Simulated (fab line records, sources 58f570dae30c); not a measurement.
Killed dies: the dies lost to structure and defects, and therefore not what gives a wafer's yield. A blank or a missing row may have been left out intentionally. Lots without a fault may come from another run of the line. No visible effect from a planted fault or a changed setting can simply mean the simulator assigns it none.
Lot-split experiment | flow berkeley cmos170 | on a route of 331 steps: 5 lots, 23 wafers read

## SPLIT DETAILS
At UCB170_PVT_IMPLANT_07, the setting dose cm2 was moved away from the recipe's 2e+12 on 10 of the 23 wafers read, by -7.3% to +5.0%. This setting was run at the recipe's value on the other wafers.

## FROM THE SPLIT TO THE READING: what the file shows between them, 1 step
- UCB170_PVT_STRIP_08: strips in O2

## THE READING
PVT_TW, at UCB170_PVT_TW_MEAS_09. On this fab line, fault-free wafers typically give 509 with a standard deviation of 3.8.

wafer  | tool, chamber at the split | dose cm2 as run | against the recipe | PVT_TW | against lot-mates on the recipe
L076.1 | implanter-02, 0            | 2.099e+12       | +5.0%              | 509    | +6
L076.2 | implanter-02, 0            | 2e+12           | recipe             | 502    | -
L076.4 | implanter-02, 0            | 2.099e+12       | +5.0%              | 515    | +12
L076.5 | implanter-02, 0            | 2e+12           | recipe             | 504    | -
L076.6 | implanter-02, 0            | 2.099e+12       | +5.0%              | 511    | +8
L074.2 | implanter-02, 0            | 2e+12           | recipe             | 501    | -
L074.3 | implanter-02, 0            | 2e+12           | recipe             | 504    | -
L074.5 | implanter-02, 0            | 2e+12           | recipe             | 503    | -
L081.2 | implanter-03, 0            | 2e+12           | recipe             | 514    | -
L081.3 | implanter-03, 0            | 2e+12           | recipe             | 514    | -
L081.4 | implanter-03, 0            | 2e+12           | recipe             | 512    | -
L081.5 | implanter-03, 0            | 1.855e+12       | -7.3%              | 502    | -11
L081.6 | implanter-03, 0            | 1.855e+12       | -7.3%              | 500    | -13
L080.1 | implanter-02, 0            | 2e+12           | recipe             | 505    | -
L080.3 | implanter-02, 0            | 2e+12           | recipe             | 505    | -
L080.4 | implanter-02, 0            | 2.075e+12       | +3.8%              | 511    | +6
L080.5 | implanter-02, 0            | 2.075e+12       | +3.8%              | 513    | +8
L080.6 | implanter-02, 0            | 2e+12           | recipe             | 504    | -
L083.1 | implanter-03, 0            | 2.082e+12       | +4.1%              | 519    | +6
L083.2 | implanter-03, 0            | 2.082e+12       | +4.1%              | 518    | +6
L083.3 | implanter-03, 0            | 2e+12           | recipe             | 514    | -
L083.5 | implanter-03, 0            | 2.082e+12       | +4.1%              | 520    | +8
L083.6 | implanter-03, 0            | 2e+12           | recipe             | 511    | -

FIT RESULTS
A straight line over all 23 wafers: PVT_TW changes by +1.24 for each +1% of dose cm2; r = +0.67; the points scatter about the line by 4.7.
The same after taking each lot's own level away (the mean of its wafers on the recipe; 23 wafers): +1.72 for each +1%; r = +0.97; scatter 1.4.
Per that fit: largest dose cm2 move, reading shift of 12.
From 502.7 to 513.3: that is the span of the lots' own levels, equal to 2.8 times the standard deviation above.
So the lot-to-lot level blurs the effect unless lot-mates are compared.
Check: for one of the wafers moved furthest among these (-7.3%), held out of the fit, the line's prediction against its lot-mates is -12.9. Against them it came out at -11.3.

## OTHER SPLITS APPLIED TO THESE WAFERS
Before the reading, these wafers also passed through other splits. Each is held against what the fit with the lots' levels taken away leaves over:
other split on the same wafers   | wafers away from the commonest value | r with PVT_TW (lot level and that fit taken away)
UCB170_NVT_COAT_01 resist thk nm | 4                                    | -0.01
UCB170_PVT_COAT_01 spin rpm      | 4                                    | -0.43

## FILE'S OWN FIT
PVT_TW changes by +1.71 for each +1% of dose cm2, r = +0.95.
